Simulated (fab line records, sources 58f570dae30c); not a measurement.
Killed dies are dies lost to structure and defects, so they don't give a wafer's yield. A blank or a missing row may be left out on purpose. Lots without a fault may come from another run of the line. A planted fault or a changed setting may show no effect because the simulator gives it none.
Problem report in the 8D (eight disciplines) form, filled by code | flow berkeley_cmos170 | the parts of the form that need people (team, actions taken, sign-off) are left out

1. THE PROBLEM
heater_power_total_W at UCB170_NWELL_PEB_10 reads a mean of 56.19 W on 6 wafers of 2 lots; wafers without a fault read 56.79 W with a standard deviation of 0.045. That is -13 standard deviations from the usual mean.
First seen on wafer L938.1, day 5 02:35, on litho_track-04. The record holds 42 wafers of 14 lots with a number at this step. Rule for "out", or "out of limits": more than 4 standard deviations from the usual mean. The other wafers with a number count as sound.

2. WHAT IT IS AND WHAT IT IS NOT
question                    | is                                 | is not
which readings at this step | heater_power_total_W, plate_temp_C | -
which lots                  | L938, L943                         | L926, L927, L929, L930, L931, L932, L933, L935, L937, L945, L946, L947
which wafers of those lots  | all that have a number             | -
read on which tools         | litho_track-04                     | litho_track-02, litho_track-03
when                        | from day 5 02:35                   | up to then (27 sound wafers); but 9 sound wafers of L945, L946, L947 came after

3. SUSPECTS, AND WHAT RULES EACH OUT
Counting: a tool at a process step up to the reading stays a suspect if it ran every lot that is out and no sound lot after the first of them.
- litho_track-04 at UCB170_NWELL_PEB_10: kept. It ran every lot that is out, first L938 (day 5 02:35), and no sound lot after that; its last sound lot up to then is L937 (day 4 15:25). Its own readings are out on those wafers: heater_power_total_W, plate_temp_C.
Left after counting: litho_track-04 at UCB170_NWELL_PEB_10.

4. THE CAUSE (what the simulator had put in)
Process parameter drift: litho_track-04, from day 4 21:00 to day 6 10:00, at UCB170_NWELL_PEB_10. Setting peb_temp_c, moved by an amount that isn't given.
Counting left only this tool.

5. THE CHAIN OF EFFECTS, in route order
Each row: a reading whose mean over the struck wafers that have a number lies more than 3 standard deviations from the usual. Only readings for which the record gives a usual standard deviation are gone through. hours: the time from each lot's start at the first step in this table that gives one to its start at this step, as a median over the lots. sigmas: the change in usual standard deviations.
hours | step                | reading              | usual    | on struck wafers | change | sigmas
0     | UCB170_NWELL_PEB_10 | heater_power_total_W | 56.79 W  | 56.19            | -0.60  | -13
0     | UCB170_NWELL_PEB_10 | plate_temp_C         | 129.97 C | 129.07           | -0.90  | -6.9
The process steps in it:
- UCB170_NWELL_PEB_10

6. WHAT WOULD HAVE CAUGHT IT SOONER
In this record the first reading out of limits was taken at day 5 02:35, 6 hours after the fault began at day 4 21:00.
